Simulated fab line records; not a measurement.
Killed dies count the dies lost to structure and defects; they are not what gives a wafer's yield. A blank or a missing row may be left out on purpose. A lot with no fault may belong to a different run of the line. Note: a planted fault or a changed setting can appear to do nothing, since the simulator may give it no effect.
Problem report, 8D (eight disciplines) form, completed by code + flow berkeley-cmos170 + the parts of the form that need people (team, actions taken, sign-off) are left out

1. THE ISSUE
Mean of cd-nm at UCB170_M2_CD_MEAS_90: 720.5 nm over 3 wafers from 1 lot, against 700.0 nm (standard deviation 2.5) on wafers with no fault. That puts it +8.2 standard deviations away from the usual mean.
The step: target cd 700 nm.
The first sign was on wafer L985.3 at day 10 17:52, on cd-sem-01. The record has a number at this step for 39 wafers belonging to 13 lots. Rule for "out", or "out of limits": more than 4 standard deviations from the usual mean. All remaining wafers that have a number are taken as sound.

2. WHAT THIS IS AND IS NOT
| question                    | is                     | is not                                                                                                   |
|-----------------------------|------------------------|----------------------------------------------------------------------------------------------------------|
| which readings at this step | cd-nm                  | -                                                                                                        |
| which lots                  | L985                   | L975, L976, L977, L978, L979, L986, L988, L989, L990, L992, L996, L997                                   |
| which wafers of those lots  | all that have a number | -                                                                                                        |
| read on which gauges        | cd-sem-01              | cd-sem-02                                                                                                |
| when                        | from day 10 17:52      | up to then (15 sound wafers); but 21 sound wafers of L986, L988, L989, L990, L992, L996, L997 came after |

3. SUSPECTS, AND WHAT RULES EACH OUT
Counting: a tool stays on the suspect list if, at a process step up to the reading, it processed all lots that are out and no sound lot following the first of them.
- the gauge at UCB170_M2_CD_MEAS_90 is ruled out. All the wafers that are out were read on cd-sem-01, but those of them that UCB170_M2_METAL_ETCH_18 has rows for are out there too, on other tools.
- rie-metal-01 at UCB170_M2_METAL_ETCH_18 (etches Al in Cl2/BCl3, stops on SiO2, target depth 1170 nm, time 195 s): kept. It ran the lot that is out, L985 (day 10 17:36), and no sound lot after that; its last sound lot up to then is L978 (day 10 00:22). Its own oes-product-au, run-length-s readings are out on those wafers.
- plasma-asher-01 at UCB170_M2_STRIP_19 (strips in O2): ruled out as a lasting fault. After its first lot that is out, L985 (day 10 17:46), sound lots L988, L990, L989, L996 ran on it.
Remaining after the count: rie-metal-01 at UCB170_M2_METAL_ETCH_18.

4. THE CAUSE (what the simulator had put in)
Process parameters drifting: rie-metal-01 at UCB170_M2_METAL_ETCH_18, beginning at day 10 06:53. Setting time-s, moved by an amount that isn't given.
Only this tool survived the counting.

5. SEQUENCE OF EFFECTS, ordered by route
One row per reading whose mean, taken over the struck wafers that have a number, lies over 3 standard deviations from the usual. Scope: only readings with a usual standard deviation given in the record; hours: median across lots of the time from each lot's start at the first step in this table that gives one to its start at this step; sigmas: change in usual standard deviations.
| hours | step                    | reading              | usual      | on struck wafers | change | sigmas      |
|-------|-------------------------|----------------------|------------|------------------|--------|-------------|
| 0     | UCB170_M2_METAL_ETCH_18 | oes-product-au       | 0.858 a.u. | 1.000            | +0.142 | +8.3        |
| 0     | UCB170_M2_METAL_ETCH_18 | run-length-s         | 223.5 s    | 136.0            | -87.5  | -99 or more |
| 0     | UCB170_M2_STRIP_19      | oes-product-au       | 0.544 a.u. | 0.719            | +0.175 | +16         |
| 0     | UCB170_M2_CD_MEAS_90    | cd-nm                | 700.0 nm   | 720.5            | +20.5  | +8.2        |
| 7     | UCB170_M3_PROBE_99      | defect-limited-yield | 98.9 %     | 0.0              | -98.9  | -99 or more |
| 7     | UCB170_M3_PROBE_99      | killed_at_M0_to_M3   | 0.8        | 262.0            | +261.2 | +99 or more |
| 7     | UCB170_M3_PROBE_99      | killed-dies          | 2.9        | 264.0            | +261.1 | +99 or more |
| 7     | UCB170_M3_PROBE_99      | killed-on-rim        | 0.7        | 70.0             | +69.3  | +75         |
| 7     | UCB170_M3_PROBE_99      | sort_bin_5_function  | 0.6 %      | 99.6             | +99.0  | +99 or more |
| 7     | UCB170_M3_PROBE_99      | sort-n-pass          | 261.1      | 0.0              | -261.1 | -99 or more |
| 7     | UCB170_M3_PROBE_99      | sort-yield-pct       | 98.9 %     | 0.0              | -98.9  | -99 or more |
Its process steps:
- UCB170_M2_METAL_ETCH_18: etches Al in Cl2/BCl3, stops on SiO2, target depth 1170 nm, time 195 s.
- UCB170_M2_STRIP_19: strips in O2.
- UCB170_M3_PROBE_99

6. HOW IT WOULD HAVE BEEN CAUGHT EARLIER
11 hours passed between the start of the fault at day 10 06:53 and the first reading out of limits at a measuring or inspecting step in this record, taken at day 10 17:52.
At UCB170_M2_METAL_ETCH_18, the tool's own readings (oes-product-au, run-length-s) were out on each struck wafer the step has a row for, so an alarm limit on them would have fired on the first such wafer.
Lots out: 1; all had begun UCB170_M2_METAL_ETCH_18 on rie-metal-01 by day 10 17:52. Tool hold at that time: it would have spared none of them.
